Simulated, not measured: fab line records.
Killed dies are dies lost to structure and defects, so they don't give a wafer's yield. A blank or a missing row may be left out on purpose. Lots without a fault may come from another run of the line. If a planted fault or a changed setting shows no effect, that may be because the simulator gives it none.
Matching of chambers || flow ritCmos || 4 sister chambers for RIT_GATE_ETCH_19 on rieSi-01
The step etches poly-Si in SF6/CHF3/O2, stops on SiO2, time 165 s, target depth 312.5 nm. 4 wafers are shown with their chamber, then 9 later ones without.

## WAFERS, EACH WITH ITS CHAMBER
{"wafer": "L111.3", "chamber": 0, "drypumpMotorCurrentA (A)": 6.1}
{"wafer": "L119.1", "chamber": 1, "drypumpMotorCurrentA (A)": 6.2}
{"wafer": "L119.2", "chamber": 2, "drypumpMotorCurrentA (A)": 5.3}
{"wafer": "L119.5", "chamber": 3, "drypumpMotorCurrentA (A)": 4.6}

## WAFERS MISSING THEIR CHAMBER
{"wafer": "L121.2", "drypumpMotorCurrentA (A)": 5.3}
{"wafer": "L121.4", "drypumpMotorCurrentA (A)": 6.1}
{"wafer": "L121.6", "drypumpMotorCurrentA (A)": 6.1}
{"wafer": "L123.1", "drypumpMotorCurrentA (A)": 6.1}
{"wafer": "L123.2", "drypumpMotorCurrentA (A)": 4.6}
{"wafer": "L123.5", "drypumpMotorCurrentA (A)": 5.2}
{"wafer": "L131.2", "drypumpMotorCurrentA (A)": 6.1}
{"wafer": "L131.3", "drypumpMotorCurrentA (A)": 6.2}
{"wafer": "L131.4", "drypumpMotorCurrentA (A)": 4.6}

## CHAMBER TAKEN BY EACH
{"wafer": "L121.2", "from the rows above": 2, "in truth": 2}
{"wafer": "L121.4", "from the rows above": 0, "in truth": 0}
{"wafer": "L121.6", "from the rows above": 0, "in truth": 0}
{"wafer": "L123.1", "from the rows above": 0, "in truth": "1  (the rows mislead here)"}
{"wafer": "L123.2", "from the rows above": 3, "in truth": 3}
{"wafer": "L123.5", "from the rows above": 2, "in truth": 2}
{"wafer": "L131.2", "from the rows above": 0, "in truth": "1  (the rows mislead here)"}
{"wafer": "L131.3", "from the rows above": 1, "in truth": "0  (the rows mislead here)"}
{"wafer": "L131.4", "from the rows above": 3, "in truth": 3}
6 of 9 placed correctly. Number that these rows cannot place: 0. 3 placed wrongly.
How it was worked out, from the rows above alone: a wafer's distance from a chamber is the root of the sum, over the readings, of the square of ((its reading less the chamber's mean) divided by the reading's scatter). If the next closest chamber is less than 2 further off than the closest, the wafer can't be placed; otherwise it belongs to the closest. The mean given for a chamber averages the wafers shown for that chamber. The scatter: root of mean squared gap, hidden wafer to nearest shown wafer, with one shown wafer a chamber.
